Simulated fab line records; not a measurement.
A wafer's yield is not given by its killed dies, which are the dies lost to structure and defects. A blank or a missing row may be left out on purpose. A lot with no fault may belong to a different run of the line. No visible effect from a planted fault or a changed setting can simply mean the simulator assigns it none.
Split-lot study -- flow berkeley_cmos170 -- 5 lots, 23 wafers read, on a route of 331 steps

SPLIT DETAILS
At UCB170_NSD_IMPLANT_08, the setting energy_kev was moved away from the recipe's 40 on 4 of the 23 wafers read, by -6.0% to +2.1%. All remaining wafers had this setting at the recipe value.

FROM THE SPLIT TO THE READING: what the file shows between them, 5 steps
- UCB170_NSD_STRIP_09: strips in O2
- UCB170_NSD_TW_MEAS_10
- UCB170_NSD_CLEAN_11: cleans in SPM, time 600 s
- UCB170_BACKSIDE_HMDS_00: prime time 60 s
- UCB170_SDANNEAL_RTA_01: time 5 s

THE READING
NSD_RS, in ohm/sq, at UCB170_SDANNEAL_RS_MEAS_03 (measures by four-point-probe). Fault-free wafers of this fab line usually give 37.28 ohm/sq, standard deviation 0.12 ohm/sq.

wafer,"tool, chamber at the split",energy_kev as run,against the recipe,"NSD_RS, ohm/sq",against lot-mates on the recipe
L074.2,"implanter-04, 0",40,recipe,37.21,-
L074.3,"implanter-04, 0",40,recipe,37.19,-
L074.4,"implanter-04, 0",40,recipe,37.28,-
L074.5,"implanter-04, 0",40,recipe,37.26,-
L074.6,"implanter-04, 0",40,recipe,37.20,-
L078.2,"implanter-04, 0",40,recipe,37.38,-
L078.3,"implanter-04, 0",40,recipe,37.39,-
L078.4,"implanter-04, 0",40,recipe,37.45,-
L075.1,"implanter-03, 0",37.6,-6.0%,38.04,+0.78
L075.2,"implanter-03, 0",40,recipe,37.24,-
L075.3,"implanter-03, 0",40,recipe,37.30,-
L075.4,"implanter-03, 0",37.6,-6.0%,37.97,+0.71
L075.5,"implanter-03, 0",40,recipe,37.25,-
L076.2,"implanter-02, 0",40,recipe,37.18,-
L076.3,"implanter-02, 0",40,recipe,37.25,-
L076.4,"implanter-02, 0",40.83,+2.1%,37.06,-0.13
L076.5,"implanter-02, 0",40.83,+2.1%,37.03,-0.16
L076.6,"implanter-02, 0",40,recipe,37.15,-
L085.1,"implanter-04, 0",40,recipe,37.26,-
L085.3,"implanter-04, 0",40,recipe,37.25,-
L085.4,"implanter-04, 0",40,recipe,37.22,-
L085.5,"implanter-04, 0",40,recipe,37.28,-
L085.6,"implanter-04, 0",40,recipe,37.22,-

THE FIT
A straight line over all 23 wafers: NSD_RS changes by -0.121 ohm/sq for each +1% of energy_kev; r = -0.96; the points scatter about the line by 0.072 ohm/sq.
The same after taking each lot's own level away (the mean of its wafers on the recipe; 23 wafers): -0.117 ohm/sq for each +1%; r = -0.98; scatter 0.044 ohm/sq.
The reading moves by 0.7 ohm/sq for the largest change in energy_kev, on that fit.
Across the lots, their own levels run from 37.193 to 37.407 ohm/sq, a range of 1.8 times the standard deviation given above.
Hence the lot-to-lot level has little effect on the slope; both slopes agree.
Check: +0.66 ohm/sq against its lot-mates is what the line predicts for one of the wafers moved furthest among these (-6.0%) when that wafer is left out of the fit. Against them it came out at +0.777 ohm/sq.

THESE WAFERS: OTHER SPLITS
Before the reading, these wafers also passed through other splits. Each is held against what the fit with the lots' levels taken away leaves over:
other split on the same wafers,wafers away from the commonest value,r with NSD_RS (lot level and that fit taken away)
UCB170_PSD_IMPLANT_08 energy_kev,4,-0.12
UCB170_NSD_EXPOSE_03 dose_mj,5,-0.07

THE WHOLE CHAIN: every reading that the file lists as answering this split, in the file's order
step,what it does,reading,change (the file's fit),r (the file's)
UCB170_NSD_IMPLANT_08,,"implant.rp_nm (the simulator's own value, which no gauge read)",+0.487 nm for each +1% of the setting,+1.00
UCB170_NSD_IMPLANT_08,,"implant.drp_nm (the simulator's own value, which no gauge read)",+0.181 nm for each +1% of the setting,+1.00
UCB170_NSD_STRIP_09,strips in O2,strip_time_to_endpoint_s,withheld for each +1% of the setting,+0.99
UCB170_NSD_TW_MEAS_10,,NSD_TW,+11.6 for each +1% of the setting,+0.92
UCB170_SDANNEAL_RS_MEAS_03,measures by four-point-probe,NSD_RS,-0.118 for each +1% of the setting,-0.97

FILE'S OWN FIT
NSD_RS changes by -0.118 ohm/sq for each +1% of energy_kev, r = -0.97.
